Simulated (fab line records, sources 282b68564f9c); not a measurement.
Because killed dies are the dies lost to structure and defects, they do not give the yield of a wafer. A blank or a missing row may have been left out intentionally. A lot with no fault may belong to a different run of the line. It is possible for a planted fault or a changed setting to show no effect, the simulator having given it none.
Problem report, 8D (eight disciplines) form, completed by code || flow rit_cmos || the parts of the form that need people (team, actions taken, sign-off) are left out

## 1. PROBLEM STATEMENT
Wafers free of any fault read 48.2 ohm/sq (standard deviation 0.69) for SILICIDE_TI_RS at RIT_SILICIDE_RS_MEAS_02, against a mean of 65.9 ohm/sq on 6 wafers of 2 lots. That is +26 standard deviations from the usual mean.
The step: measures by four-point-probe.
Earliest sighting: wafer L680.1 on film_metro-02 at day 4 16:10. At this step, 42 wafers from 14 lots have a number in the record. By rule, "out" or "out of limits" means more than 4 standard deviations away from the usual mean. All remaining wafers that have a number are taken as sound.

## 2. WHAT IT IS, AND WHAT IT ISN'T
{"question": "which readings at this step", "is": "SILICIDE_TI_RS", "is not": "-"}
{"question": "which lots", "is": "L680, L686", "is not": "L673, L674, L675, L676, L685, L687, L691, L692, L693, L694, L695, L696"}
{"question": "which wafers of those lots", "is": "all that have a number", "is not": "-"}
{"question": "read on which gauges", "is": "film_metro-01, film_metro-02", "is not": "film_metro-04"}
{"question": "when", "is": "from day 4 16:10", "is not": "up to then (12 sound wafers); but 24 sound wafers of L685, L687, L691, L692, L693, L694, L695, L696 came after"}

## 3. WHAT RULES OUT EACH SUSPECT
Counting: a tool at any process step up to the reading remains a suspect when it ran all the lots that are out and ran no sound lot after the first of those.
- the gauge at RIT_SILICIDE_RS_MEAS_02 is ruled out. The wafers that are out were read on 2 gauges (film_metro-01, film_metro-02).
- plasma_asher-03 at RIT_PWELL_STRIP_09 (strips in O2, time 180 s): ruled out as a lasting fault. After its first lot that is out, L680 (day 3 10:50), sound lots L685, L687, L694 ran on it.
- pvd_sputter-01 at RIT_SILICIDE_SPUTTER_01 (material Ti, target thk 30 nm, time 240 s): kept. All lots that are out passed through it, beginning with L680 at day 4 16:01, and no sound lot followed; its final sound lot before that point was L676 at day 3 18:14.
After counting, what remains is pvd_sputter-01 at RIT_SILICIDE_SPUTTER_01.

## 4. THE CAUSE (what the simulator had put in)
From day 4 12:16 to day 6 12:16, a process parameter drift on pvd_sputter-01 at RIT_SILICIDE_SPUTTER_01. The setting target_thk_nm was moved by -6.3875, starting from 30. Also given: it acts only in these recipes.
The count eliminated every tool but this one.

## 5. THE EFFECT CHAIN, in route order
Each row: a reading where the mean over the struck wafers with a number is more than 3 standard deviations away from the usual. Only readings whose record carries a usual standard deviation are examined. hours: median over the lots of the time between each lot's start at the first step of this table that gives one and its start at this step. sigmas: the change, counted in usual standard deviations.
{"hours": 0, "step": "RIT_SILICIDE_RS_MEAS_02", "reading": "SILICIDE_TI_RS", "usual": "48.2 ohm/sq", "on struck wafers": 65.9, "change": "+17.7", "sigmas": "+26"}
{"hours": 0, "step": "RIT_SILICIDE_THK_MEAS_03", "reading": "SILICIDE_TI_THK", "usual": "29.5 nm", "on struck wafers": 22.9, "change": -6.6, "sigmas": -17}

## 6. WHAT WOULD HAVE CAUGHT IT SOONER
In this record the first reading out of limits at a measuring or inspecting step was taken at day 4 16:10, 4 hours after the fault began at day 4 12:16.
Of the tool readings at RIT_SILICIDE_SPUTTER_01 for which the record gives a usual standard deviation, none was out on any struck wafer, so an alarm limit of 4 standard deviations on them would not have fired.
Of the lots that are out (2), L686 began RIT_SILICIDE_SPUTTER_01 on pvd_sputter-01 after day 4 16:10. A hold on the tool at that time would have spared it.
